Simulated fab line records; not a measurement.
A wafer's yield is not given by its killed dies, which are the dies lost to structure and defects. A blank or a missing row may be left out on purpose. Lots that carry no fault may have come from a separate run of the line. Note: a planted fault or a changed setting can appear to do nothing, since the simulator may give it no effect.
Which of the tools did it? -- flow berkeley_cmos170 -- 21 wafers from 7 lots sampled at 2 of the route's 331 steps

## WHAT THE GAUGES SHOWED, per wafer
UCB170_V1_BOW_MEAS_03.
lot,measured,on,V1_BOW (um)
L724,day 7 23:59,film_metro-01,15 17 13
L729,day 8 19:59,film_metro-01,11 16 22
L730,day 8 20:16,film_metro-02,20 26 24
L733,day 9 13:44,film_metro-01,21 19 24
L738,day 10 20:23,film_metro-01,22 27 18
L744,day 12 02:47,film_metro-01,21 12 12
L745,day 12 13:36,film_metro-01,26 26 24

## WHAT TOOL EACH LOT RAN ON (gives the tool, then ch and the chambers of the sampled wafers, and finally the start)
lot,UCB170_PWELL_IMPLANT_15
L724,"implanter-03 ch 0, day 3 13:25"
L729,"implanter-01 ch 0, day 4 10:26"
L730,"implanter-01 ch 0, day 4 14:41"
L733,"implanter-02 ch 0, day 4 22:05"
L738,"implanter-03 ch 0, day 6 01:29"
L744,"implanter-02 ch 0, day 7 10:14"
L745,"implanter-01 ch 0, day 7 21:22"
- UCB170_PWELL_IMPLANT_15

## THE ANSWER, worked out from the rows above alone
Rule: usual is defined by the lots themselves. The widest of any qualifying gaps counts: lots, ordered by their means at a reading, are off when they make up no more than a third of the lots, leave a main group of 4 or more, and stand apart from it by 3 or more times the standard deviation of that group's means. The tables above print the reading to a certain number of digits; a main group whose means all agree to those digits is not used. Also off: a lot with no number at a reading for which 4 or more lots have one. All remaining lots with rows at the step are treated as sound.
Across all readings shown, no lot is off: no conclusion can be drawn from this.

## WHAT HAD BEEN PUT IN BY THE SIMULATOR
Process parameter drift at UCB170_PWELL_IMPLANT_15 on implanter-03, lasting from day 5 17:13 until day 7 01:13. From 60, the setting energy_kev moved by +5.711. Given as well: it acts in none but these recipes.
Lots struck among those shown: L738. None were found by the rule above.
